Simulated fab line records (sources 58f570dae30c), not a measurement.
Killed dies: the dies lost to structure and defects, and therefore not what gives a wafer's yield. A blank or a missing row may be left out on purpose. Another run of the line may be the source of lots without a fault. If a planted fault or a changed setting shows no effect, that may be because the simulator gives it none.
Which tool did it? | flow berkeley_cmos170 | 45 wafers sampled from 15 lots at 1 step of a route of 331

## WHAT THE GAUGES SHOWED, per wafer
The record holds no reading of a measuring or inspecting step that can be judged against a usual standard deviation.

## TOOL THAT RAN EACH LOT (tool first, then ch and the chambers of the sampled wafers, then the start)
lot  | UCB170_GATE_PEB_10
L110 | litho_track-02 ch 0, day 7 02:30
L112 | litho_track-03 ch 0, day 7 12:53
L111 | litho_track-01 ch 0, day 7 13:11
L114 | litho_track-03 ch 0, day 8 04:37
L116 | litho_track-01 ch 0, day 8 13:03
L120 | litho_track-03 ch 0, day 9 12:56
L121 | litho_track-03, day 9 13:16
L124 | litho_track-02, day 9 22:32
L122 | litho_track-03, day 9 22:32
L126 | litho_track-02 ch 0, day 10 12:56
L125 | litho_track-02 ch 0, day 10 13:13
L131 | litho_track-01 ch 0, day 11 06:32
L132 | litho_track-03 ch 0, day 11 06:47
L130 | litho_track-01 ch 0, day 11 06:49
L133 | litho_track-01 ch 0, day 12 03:34
- UCB170_GATE_PEB_10

## WHAT THE TOOLS THEMSELVES READ (means of the sampled wafers that have a number; where no wafer has one, the mark that the record gives instead)
UCB170_GATE_PEB_10.
lot  | tool           | chill_plate_temp_C (C) | exhaust_pa (Pa)
L110 | litho_track-02 | 23.17                  | 45.0
L112 | litho_track-03 | 22.96                  | 44.8
L111 | litho_track-01 | 22.99                  | 46.1
L114 | litho_track-03 | 23.00                  | 45.1
L116 | litho_track-01 | 23.08                  | 44.6
L120 | litho_track-03 | 22.99                  | 45.8
L121 | litho_track-03 | -                      | -
L124 | litho_track-02 | -                      | -
L122 | litho_track-03 | -                      | -
L126 | litho_track-02 | 22.96                  | 45.2
L125 | litho_track-02 | 22.84                  | 45.9
L131 | litho_track-01 | 23.03                  | 45.8
L132 | litho_track-03 | 23.15                  | 45.7
L130 | litho_track-01 | 22.95                  | 44.0
L133 | litho_track-01 | 22.97                  | 44.7

## THE ANSWER, worked out from the rows above alone
Rule: the usual values come from the lots themselves. Put in order of their means at a reading, lots are off if they are a third of the lots or fewer, leave a main group of 4 or more, and stand apart from it by a gap of 3 or more times the standard deviation of the main group's means; of several such gaps the widest counts. A main group is skipped when, at the precision printed for the reading in the tables above, its means are all equal. Also off: a lot with no number at a reading for which 4 or more lots have one. The other lots that the step has rows for count as sound. The gauges are gone through in route order, then the tools' own readings, and for those a lot's mean is taken as printed above. The first step at which some lot is off is used, and at that step the reading that is off furthest; a lot without a number counts as furthest.
Off: L121, L124, L122, at UCB170_GATE_PEB_10 (chill_plate_temp_C). Without a number there: L121, L124, L122. The main group has a mean of 23.01 C with a standard deviation of 0.087.
A tool fits if, at that step or a process step before it, it ran every lot that is off, and no sound lot after the first of them. None of those tried fits.

## WHAT HAD BEEN PUT IN BY THE SIMULATOR
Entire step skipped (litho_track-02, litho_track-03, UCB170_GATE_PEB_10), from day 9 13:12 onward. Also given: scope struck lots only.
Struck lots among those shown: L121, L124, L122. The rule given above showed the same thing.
